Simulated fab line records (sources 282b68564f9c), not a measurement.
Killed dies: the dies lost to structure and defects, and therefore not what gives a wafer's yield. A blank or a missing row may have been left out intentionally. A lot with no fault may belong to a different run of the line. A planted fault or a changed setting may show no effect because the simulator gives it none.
2 desks looking at one fault | flow rit-cmos | only its own numbers are on each desk; what lay behind them is given at the end

AT THE METROLOGY DESK
What the gauges read, lot by lot, whatever tool the lot ran on: means of the sampled wafers that have a number. The brackets show how far a lot's mean lies from the usual mean; more than 4 standard deviations puts the lot out of limits, marked OUT.
Columns: A = PRETRO_TW at RIT_PRETRO_TW_MEAS_10, usual 477; B = PLDD_TW at RIT_PLDD_TW_MEAS_10, usual 2357; C = M1_AL_RS at RIT_M1_RS_MEAS_01, usual 0.0751 ohm/sq
lot  | first seen here | A              | B    | C
L428 | day 2 11:13     | 475            | 2321 | 0.0744
L429 | day 2 16:23     | 480            | 2392 | 0.0747
L430 | day 2 20:29     | 474            | 2358 | 0.0747
L431 | day 3 01:23     | 478            | 2381 | 0.0743
L433 | day 3 09:55     | 473            | 2323 | 0.0751
L434 | day 3 15:13     | 481            | 2359 | 0.0760
L438 | day 4 12:04     | 481            | 2335 | 0.0744
L441 | day 5 00:46     | 438 (-9.9) OUT | 2375 | 0.0755
L442 | day 5 06:31     | 446 (-8.0) OUT | 2354 | 0.0747
L444 | day 5 17:32     | 474            | 2356 | 0.0764
L445 | day 5 21:11     | 474            | 2357 | 0.0763
L447 | day 6 08:00     | 473            | 2333 | 0.0747
L448 | day 6 11:13     | 477            | 2347 | 0.0745
L450 | day 6 23:22     | 473            | 2356 | 0.0759
This desk's finding: out of limits on L441, L442; first on L441, day 5 00:46 (PRETRO_TW at RIT_PRETRO_TW_MEAS_10). L428, L429, L430, L431, L433, L434, L438, L444, L445, L447, L448, L450: within limits.

FOR THE TOOL OWNER'S DESK: implanter-01
RIT_PRETRO_IMPLANT_08, tool's own readings: per-lot mean of the sampled wafers with a number, covering each lot this tool ran. The brackets show how far a lot's mean lies from the usual mean; more than 4 standard deviations puts the lot out of limits, marked OUT.
Columns: A = dose-ions-cm2 at RIT_PRETRO_IMPLANT_08, usual 1.2001e+13; B = end-station-pressure-torr at RIT_PRETRO_IMPLANT_08, usual 5.02e-06 Torr; C = faraday-current-uA at RIT_PRETRO_IMPLANT_08, usual 38.1
lot  | first seen here | A                            | B        | C
L428 | day 2 10:55     | 1.1996e+13                   | 5.04e-06 | 37.9
L441 | day 5 00:28     | 9.3577e+12 (-99 or more) OUT | 5.01e-06 | 30.4 (-11) OUT
L442 | day 5 06:12     | 9.3590e+12 (-99 or more) OUT | 5.06e-06 | 29.6 (-12) OUT
This desk finds L441, L442 out of limits, L441 being first, at day 5 00:28 (dose-ions-cm2 at RIT_PRETRO_IMPLANT_08). L428: within limits.

PUT TOGETHER
The tool owner's desk could have raised an alarm at day 5 00:28, on L441, L442.
On L441, L442, the metrology desk was in a position to raise an alarm at day 5 00:46.
All the named lots went through RIT_PRETRO_IMPLANT_08 on implanter-01.

WHAT THE SIMULATOR HAD PUT IN
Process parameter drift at RIT_PRETRO_IMPLANT_08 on implanter-01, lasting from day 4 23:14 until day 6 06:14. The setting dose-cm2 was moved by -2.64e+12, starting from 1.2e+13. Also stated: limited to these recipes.
Shown lots that were struck: L441, L442.
Fault start to first reading out of limits, in hours, per desk: tool owner, 1; metrology, 2.
